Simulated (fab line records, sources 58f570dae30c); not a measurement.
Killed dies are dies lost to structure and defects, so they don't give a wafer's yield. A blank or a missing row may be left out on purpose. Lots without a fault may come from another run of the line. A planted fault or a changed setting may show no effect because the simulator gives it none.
A struck lot beside a sound one | flow berkeley_cmos170 | 38 steps out of a route of 331
Sound: wafers L731.2, L731.3, L731.4. Struck: wafers L742.1, L742.4, L742.5. The cause comes at the end.
At each step with rows: each side's tool, then ch and its chambers, then its first start. Under that, the readings that differ: sound wafers | struck wafers | difference of the means | sigmas: that difference in standard deviations of wafers without a fault.
alike: readings whose means differ by less than 2 such deviations, and words and numbers that are the same on both sides. not compared: withheld readings, readings that some wafer has no value for, bounds like >300 that may hide the same value, and numbers for which the record gives no deviation and whose values overlap.
The two part at a step that has a row with sigmas, a row that says differs or no value, or rows on one side only. Numbers that don't overlap but have no deviation are shown without sigmas and don't part them. A reading that every wafer of one side lacks parts them only if that side has two wafers or more.

UCB170_SPACER_CVD_00: deposits SiO2 from TEOS/O2, target thk 376 nm, time 47 s.
  sound on pecvd-02 ch 0,2, day 8 01:05; struck on pecvd-03 ch 0,1,2, day 9 21:20
  alike: heater_power_w
UCB170_SPACER_THK_MEAS_01:
  sound on film_metro-01, day 8 01:08; struck on film_metro-03, day 9 21:26
  alike: SPACER_TEOS_THK
then, 1 step without rows for these wafers: UCB170_SPACER_ANNEAL_02 (time 1800 s).
UCB170_SPACER_ETCHBACK_03: etches SiO2 in CHF3/CF4/Ar, stops on Si, target depth 376 nm, time 100 s.
  sound on rie_diel-03 ch 0,1,3, day 8 05:57; struck on rie_diel-03 ch 0,3, day 10 02:11
  alike: chamber_pressure_mTorr, drypump_motor_current_A, oes_product_au, throttle_valve_pct
  not compared: rf_hours_counter_h
then, 6 steps without rows for these wafers: UCB170_PSD_HMDS_00 (prime time 60 s); UCB170_PSD_COAT_01 (resist thk 900 nm); UCB170_PSD_SOFTBAKE_02 (time 60 s); UCB170_PSD_EXPOSE_03 (exposes mask PSELECT MOD, target cd 1200 nm); UCB170_PSD_PEB_04; UCB170_PSD_DEVELOP_05 (develop time 45 s).
UCB170_PSD_CD_MEAS_06: target cd 1200 nm.
  sound on cd_sem-01, day 8 08:53; struck on cd_sem-02, day 10 03:29
  alike: cd_nm
UCB170_PSD_OVL_MEAS_07:
  sound on overlay-01, day 8 08:59; struck on overlay-01, day 10 03:37
  alike: PSD_OVL
UCB170_PSD_IMPLANT_08:
  sound on implanter-02 ch 0, day 8 09:02; struck on implanter-02 ch 0, day 10 03:38
  reading            | sound                         | struck                        | difference | sigmas
  dose_ions_cm2      | 2.996e+15 2.998e+15 2.995e+15 | 3.129e+15 3.126e+15 3.128e+15 | +1.313e+14 | +39
  faraday_current_uA | 9485 9447 9211                | 9687 9785 9848                | +392       | +2
  alike: end_station_pressure_torr
UCB170_PSD_STRIP_09: strips in O2.
  sound on plasma_asher-04 ch 0,1, day 8 09:10; struck on plasma_asher-03 ch 1, day 10 03:47
  reading                      | sound             | struck            | difference | sigmas
  strip_time_to_endpoint_s (s) | 29.33 29.42 29.36 | 29.97 29.93 29.97 | +0.59      | +7
  alike: chamber_pressure_mTorr, drypump_motor_current_A, oes_product_au
  not compared: rf_hours_counter_h
UCB170_PSD_TW_MEAS_10:
  sound on film_metro-02, day 8 09:16; struck on film_metro-02, day 10 03:53
  alike: PSD_TW
then, 7 steps without rows for these wafers: UCB170_PSD_CLEAN_11 (cleans in SPM, time 600 s); UCB170_NSD_HMDS_00 (prime time 60 s); UCB170_NSD_COAT_01 (resist thk 900 nm); UCB170_NSD_SOFTBAKE_02 (time 60 s); UCB170_NSD_EXPOSE_03 (exposes mask NSELECT MOD, target cd 1200 nm); UCB170_NSD_PEB_04; UCB170_NSD_DEVELOP_05 (develop time 45 s).
UCB170_NSD_CD_MEAS_06: target cd 1200 nm.
  sound on cd_sem-02, day 8 13:53; struck on cd_sem-02, day 10 05:46
  alike: cd_nm
UCB170_NSD_OVL_MEAS_07:
  sound on overlay-01, day 8 14:00; struck on overlay-02, day 10 05:53
  alike: NSD_OVL
then, 2 steps without rows for these wafers: UCB170_NSD_IMPLANT_08; UCB170_NSD_STRIP_09 (strips in O2).
UCB170_NSD_TW_MEAS_10:
  sound on film_metro-01, day 8 14:17; struck on film_metro-02, day 10 06:10
  alike: NSD_TW
then, 4 steps without rows for these wafers: UCB170_NSD_CLEAN_11 (cleans in SPM, time 600 s); UCB170_BACKSIDE_HMDS_00 (prime time 60 s); UCB170_BACKSIDE_COAT_01 (resist thk 900 nm); UCB170_BACKSIDE_SOFTBAKE_02 (time 60 s).
UCB170_BACKSIDE_STRIP_03: strips in O2.
  sound on plasma_asher-03 ch 0,1, day 8 14:58; struck on plasma_asher-01 ch 0,1, day 10 06:56
  alike: chamber_pressure_mTorr, drypump_motor_current_A, oes_product_au, strip_time_to_endpoint_s
  not compared: rf_hours_counter_h
then, 1 step without rows for these wafers: UCB170_BACKSIDE_CLEAN_04 (cleans in SPM, time 600 s).
UCB170_SDANNEAL_RTA_00: time 10 s.
  sound on rtp_anneal-02 ch 0, day 8 15:16; struck on rtp_anneal-01 ch 0, day 10 07:13
  alike: lamp_power_pct, wafer_temp_C_max
UCB170_SDANNEAL_RTA_01: time 5 s.
  sound on rtp_anneal-02 ch 0, day 8 15:20; struck on rtp_anneal-01 ch 0, day 10 07:16
  reading            | sound    | struck   | difference | sigmas
  lamp_power_pct (%) | 33 33 33 | 40 40 40 | +7         | +2
  alike: wafer_temp_C_max
UCB170_SDANNEAL_RS_MEAS_02: measures by four-point-probe.
  sound on film_metro-03, day 8 15:24; struck on film_metro-02, day 10 07:41
  reading         | sound          | struck         | difference | sigmas
  PSD_RS (ohm/sq) | 75.3 75.5 75.6 | 72.4 72.8 72.5 | -2.9       | -8
  not compared: hold
UCB170_SDANNEAL_RS_MEAS_03: measures by four-point-probe.
  sound on film_metro-03, day 8 15:31; struck on film_metro-02, day 10 12:19
  reading | sound | struck                                                                     | difference                   | sigmas
  hold    | - - - | await_dispo/4.5h/release await_dispo/4.5h/release await_dispo/4.5h/release | no value on the sound wafers |
  alike: NSD_RS
UCB170_M3_PROBE_99:
  the record has rows for the struck wafers here (prober-01, day 11 13:22) and none for the sound ones

WHERE THEY PART
First at UCB170_PSD_IMPLANT_08; last, within this record, at UCB170_M3_PROBE_99.

WHY: what the simulator had put in
Process parameter drift: implanter-02, from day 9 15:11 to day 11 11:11, at UCB170_PSD_IMPLANT_08. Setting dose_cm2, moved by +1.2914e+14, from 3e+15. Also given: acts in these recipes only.
